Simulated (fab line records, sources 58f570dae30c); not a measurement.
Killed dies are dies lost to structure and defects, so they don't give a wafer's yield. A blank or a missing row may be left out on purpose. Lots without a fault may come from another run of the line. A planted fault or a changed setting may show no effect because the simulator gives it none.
A struck lot beside a sound one | flow berkeley_cmos170 | 15 steps out of a route of 331
Sound: wafers L450.1, L450.2, L450.4. Struck: wafers L443.1, L443.2, L443.3. The cause comes at the end.
At each step with rows: each side's tool, then ch and its chambers, then its first start. Under that, the readings that differ: sound wafers | struck wafers | difference of the means | sigmas: that difference in standard deviations of wafers without a fault.
alike: readings whose means differ by less than 2 such deviations, and words and numbers that are the same on both sides. not compared: withheld readings, readings that some wafer has no value for, bounds like >300 that may hide the same value, and numbers for which the record gives no deviation and whose values overlap.
The two part at a step that has a row with sigmas, a row that says differs or no value, or rows on one side only. Numbers that don't overlap but have no deviation are shown without sigmas and don't part them. A reading that every wafer of one side lacks parts them only if that side has two wafers or more.

first, 5 steps without rows for these wafers: UCB170_CONTACT_COAT_10 (resist thk 900 nm); UCB170_CONTACT_SOFTBAKE_11 (time 60 s); UCB170_CONTACT_EXPOSE_12 (exposes mask CONT, target cd 700 nm); UCB170_CONTACT_PEB_13; UCB170_CONTACT_DEVELOP_14 (develop time 45 s).
UCB170_CONTACT_CD_MEAS_15: target cd 700 nm.
  sound on cd_sem-01, day 11 01:40; struck on cd_sem-01, day 10 06:57
  alike: cd_nm
UCB170_CONTACT_OVL_MEAS_16:
  sound on overlay-02, day 11 01:47; struck on overlay-02, day 10 07:04
  reading          | sound     | struck | difference | sigmas
  CONTACT_OVL (nm) | -13 -3 -9 | 8 -1 7 | +13        | +3
UCB170_CONTACT_ETCH_17: etches BARC in N2/H2.
  sound on rie_diel-03 ch 0,1,2, day 11 01:49; struck on rie_diel-04 ch 1,2,3, day 10 07:07
  alike: drypump_motor_current_A, oes_product_au, rf_fwd_power_W, throttle_valve_pct
UCB170_CONTACT_ETCH_18: etches PSG in CHF3/CF4/Ar, stops on TiSi2, target depth 840 nm, time 195 s.
  sound on rie_diel-03 ch 0,1,2; struck on rie_diel-04 ch 1,2,3
  reading                | sound | struck   | difference | sigmas
  rf_hours_counter_h (h) | 1 3 3 | 6 95 135 | +76        |
  alike: drypump_motor_current_A, oes_product_au, rf_fwd_power_W, throttle_valve_pct
UCB170_CONTACT_STRIP_19: strips in O2.
  sound on plasma_asher-02 ch 0,1, day 11 01:59; struck on plasma_asher-04 ch 0,1, day 10 07:16
  alike: drypump_motor_current_A, o2_flow_sccm, oes_product_au
  not compared: rf_hours_counter_h
UCB170_CONTACT_CD_MEAS_90: target cd 700 nm.
  sound on cd_sem-01, day 11 02:05; struck on cd_sem-01, day 10 07:22
  alike: cd_nm
then, 1 step without rows for these wafers: UCB170_CONTACT_CLEAN_20 (cleans in SPM, time 600 s).
UCB170_M1_SPUTTER_00: material Al, target thk 600 nm, time 80 s.
  sound on pvd_sputter-02, day 11 02:22; struck on pvd_sputter-02, day 10 07:41
  no value came back on the struck wafers for cathode_dc_power_W (W), chamber_pressure_pa (Pa), throttle_valve_pct (%), time_s (s); on the sound wafers cathode_dc_power_W (W) reads 6002.9 5999.9 6000.3
UCB170_M1_RS_MEAS_01: measures by four-point-probe.
  sound on film_metro-01, day 11 02:26; struck on film_metro-01, day 10 08:02
  reading           | sound                | struck | difference                    | sigmas
  M1_AL_RS (ohm/sq) | 0.0480 0.0482 0.0480 | - - -  | no value on the struck wafers |
  not compared: hold
then, 1 step without rows for these wafers: UCB170_M3_PROBE_99.

WHERE THEY PART
First at UCB170_CONTACT_OVL_MEAS_16; last, within this record, at UCB170_M1_RS_MEAS_01.

WHY: what the simulator had put in
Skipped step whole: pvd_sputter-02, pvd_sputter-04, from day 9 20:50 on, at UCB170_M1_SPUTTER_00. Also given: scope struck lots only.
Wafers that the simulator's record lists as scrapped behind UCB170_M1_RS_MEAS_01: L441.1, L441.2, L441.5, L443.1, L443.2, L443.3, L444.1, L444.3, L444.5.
